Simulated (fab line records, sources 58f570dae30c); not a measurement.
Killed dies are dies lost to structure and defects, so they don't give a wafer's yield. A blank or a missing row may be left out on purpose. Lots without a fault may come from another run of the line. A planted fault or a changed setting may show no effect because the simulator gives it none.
Split-lot experiment | flow berkeley_cmos170 | 5 lots, 23 wafers read, on a route of 331 steps

THE SPLIT
At UCB170_PWELL_CVD_05 (deposits Si3N4 from SiH2Cl2/NH3, target thk 220 nm, time 3300 s), the setting sih2cl2_flow_sccm was moved away from the recipe's 25 sccm on 20 of the 23 wafers read, by -11.4% to +11.7%. The other wafers ran this setting at the recipe's value.

The reading is taken at the split's own step.

THE READING
Si3N4_of_PWELL_CVD_05.thk_nm (the simulator's own value, which no gauge read), in nm, at UCB170_PWELL_CVD_05 (deposits Si3N4 from SiH2Cl2/NH3, target thk 220 nm, time 3300 s). The file gives no usual value for it. The 3 wafers here that ran the recipe average 217.0 nm, standard deviation 0.42 nm.

wafer  | tool, chamber at the split | sih2cl2_flow_sccm as run, sccm | against the recipe | Si3N4_of_PWELL_CVD_05.thk_nm, nm | against lot-mates on the recipe
L074.1 | -, -                       | 27.92                          | +11.7%             | 224                              | no lot-mate on the recipe
L074.6 | -, -                       | 27.92                          | +11.7%             | 224                              | no lot-mate on the recipe
L074.2 | -, -                       | 27.92                          | +11.7%             | 223.7                            | no lot-mate on the recipe
L074.4 | -, -                       | 27.92                          | +11.7%             | 224.6                            | no lot-mate on the recipe
L074.5 | -, -                       | 27.92                          | +11.7%             | 223.2                            | no lot-mate on the recipe
L075.1 | lpcvd-01, 0                | 25                             | recipe             | 216.9                            | -
L075.2 | lpcvd-01, 0                | 25                             | recipe             | 217.6                            | -
L075.3 | lpcvd-01, 0                | 25                             | recipe             | 216.6                            | -
L080.1 | -, -                       | 22.15                          | -11.4%             | 212.6                            | no lot-mate on the recipe
L080.2 | -, -                       | 22.15                          | -11.4%             | 214.1                            | no lot-mate on the recipe
L080.3 | -, -                       | 22.15                          | -11.4%             | 212                              | no lot-mate on the recipe
L080.5 | -, -                       | 22.15                          | -11.4%             | 212                              | no lot-mate on the recipe
L080.4 | -, -                       | 22.15                          | -11.4%             | 215                              | no lot-mate on the recipe
L081.1 | -, -                       | 27.04                          | +8.2%              | 226.3                            | no lot-mate on the recipe
L081.5 | -, -                       | 27.04                          | +8.2%              | 226.3                            | no lot-mate on the recipe
L081.2 | -, -                       | 27.04                          | +8.2%              | 224.6                            | no lot-mate on the recipe
L081.4 | -, -                       | 27.04                          | +8.2%              | 224.5                            | no lot-mate on the recipe
L081.6 | -, -                       | 27.04                          | +8.2%              | 225.5                            | no lot-mate on the recipe
L082.1 | -, -                       | 27.28                          | +9.1%              | 221.5                            | no lot-mate on the recipe
L082.2 | -, -                       | 27.28                          | +9.1%              | 222                              | no lot-mate on the recipe
L082.3 | -, -                       | 27.28                          | +9.1%              | 222.3                            | no lot-mate on the recipe
L082.4 | -, -                       | 27.28                          | +9.1%              | 223.7                            | no lot-mate on the recipe
L082.6 | -, -                       | 27.28                          | +9.1%              | 222.4                            | no lot-mate on the recipe

THE FIT
A straight line over all 23 wafers: Si3N4_of_PWELL_CVD_05.thk_nm changes by +0.51 nm for each +1% of sih2cl2_flow_sccm; r = +0.94; the points scatter about the line by 1.7 nm.
Too few moved wafers have a lot-mate on the recipe to fit a line with each lot's own level taken away.

THE FILE'S OWN FIT
Si3N4_of_PWELL_CVD_05.thk_nm changes by +0.509 nm for each +1% of sih2cl2_flow_sccm, r = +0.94.
